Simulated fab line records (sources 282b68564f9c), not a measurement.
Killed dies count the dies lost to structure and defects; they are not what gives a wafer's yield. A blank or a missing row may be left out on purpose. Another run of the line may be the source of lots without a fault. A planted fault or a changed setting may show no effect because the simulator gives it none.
fab line records	flow rit-cmos
record: lots: 14	wafers: 42	last-day: 5
route steps=202 shown NLDD@111 M1@202
lots that met no fault: taken from a fault-free run of the same line
start-h: start of the lot's first displayed wafer, in hours after the record's first day	wait-h: hours since the lot's step before	" same as the row above	L1.1+2: several wafers, shown together as one row	- either no value or no given start	* or withheld: withheld	< > ~ a bound
route shown NAME@n: NAME is a module with steps in the file, n the number in the route of the first one	usual: mean/standard deviation of fault-free wafers	same: alike in all rows	chamber/n: place in a boat	sites: each site's reading	_std_site: the values' standard deviation	_edge_site: mean of outer sites minus mean of inner sites	radius-mm: how far each site lies from the wafer's centre	mask NAME#n: copy n	behind: tool/chamber where the wafer was last shaped	hold: why the lot was held/for how many hours/how that ended	device: transistor that didn't switch, given as n, p or np	end of line: at the end of the route, the tests of the same wafers	a step without rows: its recipe alone	killed: at the first sort, the dies lost to defects and structure; wafer yield is something else	map: a wafer's dies, marking killed ones x, the rest . and places with no die _
set.NAME: the setting the step ran with; set.NAME@STEP: the setting that earlier step ran with	model.NAME: the simulator's own value behind a step, which no gauge read
the route's steps for a sample of lots (tables are steps, rows are wafers)
services: a tool's chamber out of use, with start hour (start-h, from the record's first day; less than 0 if before it), hours out, and reason
== steps ==
step: RIT_NLDD_IMPLANT_08
recipe: species: P	energy-kev: 20	dose-cm2: 5e+14	tilt-deg: 7
usual: beam-energy-keV: 20.001/0.0068	implant-ion-amu: 31/0
lot.wafer	tool	chamber	start-h	wait-h	beam-energy-keV	implant-ion-amu
L208.2	implanter-04	0	56.52	0.1	20.002	31
L208.4	"	0	"	"	19.989	31
L208.6	"	0	"	"	19.999	31
L210.3	implanter-01	0	58.97	0.1	19.991	31
L210.4	"	0	"	"	20.004	31
L210.6	"	0	"	"	20.006	31
L209.3	implanter-04	0	59.21	0.1	19.997	31
L209.4	"	0	"	"	19.998	31
L209.5	"	0	"	"	20.012	31
L211.1	implanter-04	0	63.87	0.1	19.991	31
L211.2	"	0	"	"	20.000	31
L211.3	"	0	"	"	19.983	31
L212.1	implanter-04	0	71.78	0.1	20.001	31
L212.4	"	0	"	"	20.001	31
L212.5	"	0	"	"	19.996	31
L213.1	implanter-04	0	72.57	0.1	20.002	31
L213.3	"	0	"	"	20.012	31
L213.5	"	0	"	"	20.004	31
L214.3	implanter-01	0	76.30	0.1	19.996	31
L214.4	"	0	"	"	19.994	31
L214.5	"	0	"	"	19.992	31
L215.1	implanter-02	0	87.38	0.1	20.002	31
L215.2	"	0	"	"	20.013	31
L215.5	"	0	"	"	20.002	31
L217.2	implanter-04	0	89.96	0.1	20.004	31
L217.3	"	0	"	"	20.009	31
L217.4	"	0	"	"	20.002	31
L216.1	implanter-02	0	92.98	0.1	20.017	31
L216.3	"	0	"	"	20.008	31
L216.6	"	0	"	"	20.000	31
L218.1	implanter-02	0	100.15	0.1	20.004	75
L218.2	"	0	"	"	20.000	75
L218.5	"	0	"	"	19.995	75
L219.1	implanter-01	0	106.59	0.1	20.008	75
L219.4	"	0	"	"	19.998	75
L219.5	"	0	"	"	19.995	75
L220.1	implanter-01	0	109.05	0.1	20.001	75
L220.3	"	0	"	"	20.007	75
L220.4	"	0	"	"	19.999	75
L221.3	implanter-02	0	113.33	0.1	20.003	75
L221.4	"	0	"	"	20.003	75
L221.6	"	0	"	"	19.993	75
step: RIT_NLDD_TW_MEAS_10
usual: NLDD_TW: 2490/21
lot.wafer	tool	chamber	start-h	wait-h	NLDD_TW
L208.2	film-metro-02	-	56.83	0.1	2503
L208.4	"	-	"	"	2504
L208.6	"	-	"	"	2493
L210.3	film-metro-04	-	59.26	0.1	2482
L210.4	"	-	"	"	2466
L210.6	"	-	"	"	2470
L209.3	film-metro-02	-	59.50	0.1	2491
L209.4	"	-	"	"	2497
L209.5	"	-	"	"	2489
L211.1	film-metro-02	-	64.19	0.1	2516
L211.2	"	-	"	"	2500
L211.3	"	-	"	"	2510
L212.1	film-metro-03	-	72.11	0.1	2523
L212.4	"	-	"	"	2519
L212.5	"	-	"	"	2509
L213.1	film-metro-04	-	72.89	0.1	2472
L213.3	"	-	"	"	2480
L213.5	"	-	"	"	2462
L214.3	film-metro-04	-	76.60	0.1	2479
L214.4	"	-	"	"	2471
L214.5	"	-	"	"	2488
L215.1	film-metro-03	-	87.74	0.1	2503
L215.2	"	-	"	"	2510
L215.5	"	-	"	"	2509
L217.2	film-metro-02	-	90.27	0.1	2489
L217.3	"	-	"	"	2494
L217.4	"	-	"	"	2486
L216.1	film-metro-03	-	93.31	0.1	2518
L216.3	"	-	"	"	2529
L216.6	"	-	"	"	2505
L218.1	film-metro-04	-	100.48	0.1	2771
L218.2	"	-	"	"	2755
L218.5	"	-	"	"	2762
L219.1	film-metro-03	-	106.92	0.1	2811
L219.4	"	-	"	"	2819
L219.5	"	-	"	"	2825
L220.1	film-metro-02	-	109.38	0.1	2794
L220.3	"	-	"	"	2787
L220.4	"	-	"	"	2791
L221.3	film-metro-04	-	113.63	0.1	2773
L221.4	"	-	"	"	2763
L221.6	"	-	"	"	2772
step: RIT_SDANNEAL_RS_MEAS_07
recipe: thk-meas-gauge: four-point-probe
usual: NLDD_RS: 151.5/0.51
lot.wafer	tool	chamber	start-h	wait-h	NLDD_RS[ohm/sq]
L208.2	film-metro-04	-	64.84	0.1	151.7
L208.4	"	-	"	"	151.7
L208.6	"	-	"	"	151.5
L209.3	film-metro-02	-	67.51	0.1	151.9
L209.4	"	-	"	"	152.0
L209.5	"	-	"	"	151.9
L210.3	film-metro-04	-	68.03	0.1	150.9
L210.4	"	-	"	"	151.6
L210.6	"	-	"	"	151.1
L211.1	film-metro-02	-	72.65	0.1	151.1
L211.2	"	-	"	"	150.8
L211.3	"	-	"	"	151.2
L212.1	film-metro-02	-	80.22	0.1	150.8
L212.4	"	-	"	"	151.2
L212.5	"	-	"	"	150.8
L213.1	film-metro-04	-	80.68	0.1	151.7
L213.3	"	-	"	"	151.6
L213.5	"	-	"	"	151.9
L214.3	film-metro-02	-	84.37	0.1	151.4
L214.4	"	-	"	"	151.5
L214.5	"	-	"	"	151.5
L215.1	film-metro-02	-	95.61	0.1	152.8
L215.2	"	-	"	"	152.3
L215.5	"	-	"	"	152.9
L217.2	film-metro-04	-	98.01	0.1	151.7
L217.3	"	-	"	"	151.1
L217.4	"	-	"	"	151.7
L216.1	film-metro-03	-	102.15	0.1	150.7
L216.3	"	-	"	"	150.9
L216.6	"	-	"	"	150.7
L218.1	film-metro-03	-	108.34	0.1	207.4
L218.2	"	-	"	"	207.7
L218.5	"	-	"	"	208.1
L219.1	film-metro-04	-	115.00	0.1	208.3
L219.4	"	-	"	"	207.9
L219.5	"	-	"	"	208.1
L220.1	film-metro-02	-	117.25	0.1	209.9
L220.3	"	-	"	"	209.2
L220.4	"	-	"	"	209.2
L221.3	film-metro-04	-	121.78	0.1	208.5
L221.4	"	-	"	"	208.7
L221.6	"	-	"	"	208.1
step: RIT_M1_PROBE_99
usual: killed-at-contacts: 0.1/0.23	killed-at-front-end: 6.6/2.8	killed-dies: 6.6/2.8	killed-open: 3.3/2	killed-short: 3.2/1.7
same: gross-dies: 264	killed_at_M0_to_M3: 0	killed_at_M4_up: 0	killed-at-back-side: 0	killed-at-other: 0
lot.wafer	tool	chamber	start-h	wait-h	killed-at-contacts	killed-at-front-end	killed-dies	killed-open	killed-short
L212.1	prober-02	-	87.74	0.1	0	5	5	0	5
L212.4	prober-02	-	87.89	0.2	0	10	10	7	3
L212.5	prober-02	-	87.94	0.2	0	11	11	7	4
L218.1	prober-02	-	115.37	0.1	0	8	8	4	4
L218.2	prober-02	-	115.42	0.1	0	9	9	5	4
L218.5	prober-02	-	115.57	0.2	1	10	11	4	7
L219.1	prober-01	-	122.03	0.1	0	8	8	0	8
L219.4	prober-01	-	122.18	0.2	0	6	6	2	4
L219.5	prober-01	-	122.23	0.2	0	6	6	1	5
L220.1	prober-02	-	124.64	0.1	0	3	3	1	2
L220.3	prober-02	-	124.74	0.2	0	6	6	2	4
L220.4	prober-02	-	124.79	0.2	0	6	6	4	2
killed by level:class
L212.1 GATE:geometric-particle:short=2 FOX1:geometric-particle:short=1 FOX2:geometric-particle:short=1 SILICIDE:geometric-particle:short=1
L212.4 FOX1:geometric-particle:open=4 FOX2:geometric-particle:short=2 SPACER:geometric-particle:open=2 GATE:geometric-particle:open=1 SPACER:geometric-particle:short=1
L212.5 FOX1:geometric-particle:open=2 FOX2:geometric-particle:open=2 SILICIDE:geometric-particle:open=2 FOX1:geometric-particle:short=1 FOX2:geometric-particle:short=1 GATE:geometric-particle:short=1 REOX:geometric-particle:open=1 SPACER:geometric-particle:short=1
L218.1 GATE:geometric-particle:short=3 FOX1:geometric-particle:open=1 FOX1:geometric-particle:short=1 GATE:geometric-particle:open=1 REOX:geometric-particle:open=1 SILICIDE:geometric-particle:open=1
L218.2 GATE:geometric-particle:short=2 REOX:geometric-particle:open=2 FOX2:geometric-particle:open=1 FOX2:geometric-particle:short=1 REOX:geometric-particle:short=1 SPACER:geometric-particle:open=1 SILICIDE:geometric-particle:open=1
L218.5 GATE:geometric-particle:short=3 FOX1:geometric-particle:short=2 SILICIDE:geometric-particle:open=2 ACTIVE:geometric-particle:short=1 REOX:geometric-particle:short=1 SPACER:geometric-particle:open=1 CONTACT:geometric-particle:open=1
L219.1 REOX:geometric-particle:short=4 GATE:geometric-particle:short=3 SPACER:geometric-particle:short=1
L219.4 GATE:geometric-particle:short=3 FOX1:geometric-particle:short=1 FOX1:geometric-particle:open=1 GATE:geometric-particle:open=1
L219.5 GATE:geometric-particle:short=2 SPACER:geometric-particle:short=2 FOX1:geometric-particle:short=1 FOX1:geometric-particle:open=1
L220.1 FOX1:geometric-particle:short=1 GATE:geometric-particle:open=1 GATE:geometric-particle:short=1
L220.3 FOX1:geometric-particle:open=1 FOX1:geometric-particle:short=1 GATE:geometric-particle:short=1 REOX:geometric-particle:short=1 SILICIDE:geometric-particle:short=1 SILICIDE:geometric-particle:open=1
L220.4 REOX:geometric-particle:open=2 FOX1:geometric-particle:short=1 FOX2:geometric-particle:open=1 GATE:geometric-particle:short=1 SPACER:geometric-particle:open=1
== services ==
tool	chamber	start-h	hours	kind
implanter-02	-	50.90	1.8	repair
implanter-04	-	64.07	4.5	pm
implanter-02	-	92.01	0.8	repair
implanter-01	-	99.56	3.5	repair
implanter-04	-	103.79	3.2	pm
implanter-04	-	113.03	1.0	repair
== key ==
first-sign: step: RIT_NLDD_IMPLANT_08	reading: implant-ion-amu	direction: up	sigmas: 99+	usual: 31	struck: 75
effect: step: RIT_NLDD_TW_MEAS_10	reading: NLDD_TW	direction: up	sigmas: 14	usual: 2490	struck: 2785
effect: step: RIT_SDANNEAL_RS_MEAS_07	reading: NLDD_RS	direction: up	sigmas: 99+	usual: 151.5	struck: 208.4
met-at RIT_NLDD_IMPLANT_08
struck-lots L218,L219,L220,L221
tester-left-out L218,L219,L220,L221
onset-between 92.98 100.15
fault: kind: wrong-recipe-download	tool: implanter-01,implanter-02,implanter-04	chamber: -	onset-h: 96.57	steps: RIT_NLDD_IMPLANT_08	wrong-recipe.not-listed: 1
tester-left-out: of these lots the tester's yield and bins aren't shown, on N5 and GAA mostly nor the transistor test; their killed dies are dies lost to structure and defects alone, not to doping, threshold or leakage, so they don't give the yield
